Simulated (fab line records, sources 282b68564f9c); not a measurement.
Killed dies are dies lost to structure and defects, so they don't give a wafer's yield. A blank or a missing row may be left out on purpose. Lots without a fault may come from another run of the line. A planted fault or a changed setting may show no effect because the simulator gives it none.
Which tool did it? | flow rit_cmos | 7 lots, 21 wafers sampled, at 2 steps of a route of 202

WHAT THE GAUGES READ, wafer by wafer
RIT_GATE_CD_MEAS_90: target cd 150 nm.
lot  | measured    | on        | cd_nm (nm)
L533 | day 2 21:36 | cd_sem-01 | 153.2 152.7 153.9
L538 | day 3 23:24 | cd_sem-01 | 150.9 152.6 150.8
L540 | day 4 11:46 | cd_sem-01 | 154.8 150.0 151.1
L543 | day 5 00:19 | cd_sem-01 | - - -
L546 | day 5 14:50 | cd_sem-01 | 149.0 149.6 150.3
L549 | day 6 03:08 | cd_sem-01 | 151.0 152.8 151.3
L553 | day 6 23:14 | cd_sem-02 | 152.0 150.4 151.9

WHICH TOOL RAN EACH LOT (tool, then ch and the chambers of the sampled wafers, then the start)
lot  | RIT_GATE_ETCH_19
L533 | rie_si-01 ch 0,2,3, day 2 21:19
L538 | rie_si-02 ch 0,1, day 3 23:05
L540 | rie_si-02 ch 0,1,2, day 4 11:29
L543 | rie_si-01 ch 0,1,2, day 5 00:01
L546 | rie_si-02 ch 0,2, day 5 14:32
L549 | rie_si-01 ch 0,1,2, day 6 02:50
L553 | rie_si-01 ch 1,2,3, day 6 22:56
- RIT_GATE_ETCH_19: etches poly-Si in SF6/CHF3/O2, stops on SiO2, time 172.7 s, target depth 312.5 nm.

THE ANSWER, worked out from the rows above alone
Rule: what is usual is taken from the lots themselves. Put in order of their means at a reading, lots are off if they are a third of the lots or fewer, leave a main group of 4 or more, and stand apart from it by a gap of 3 or more times the standard deviation of the main group's means; of several such gaps the widest counts. A main group whose means are all the same, to the digits that the tables above print for the reading, isn't used. A lot without any number at a reading at which 4 lots or more have one is off too. The other lots that the step has rows for count as sound.
Off: L543, at RIT_GATE_CD_MEAS_90 (cd_nm). Without a number there: L543. The main group: mean 151.6 nm, standard deviation 1.1.
A tool fits if, at a process step before that reading, it ran every lot that is off, and no sound lot after the first of them. The gauges at RIT_GATE_CD_MEAS_90 are tried like those tools. None of those tried fits.

WHAT THE SIMULATOR HAD PUT IN
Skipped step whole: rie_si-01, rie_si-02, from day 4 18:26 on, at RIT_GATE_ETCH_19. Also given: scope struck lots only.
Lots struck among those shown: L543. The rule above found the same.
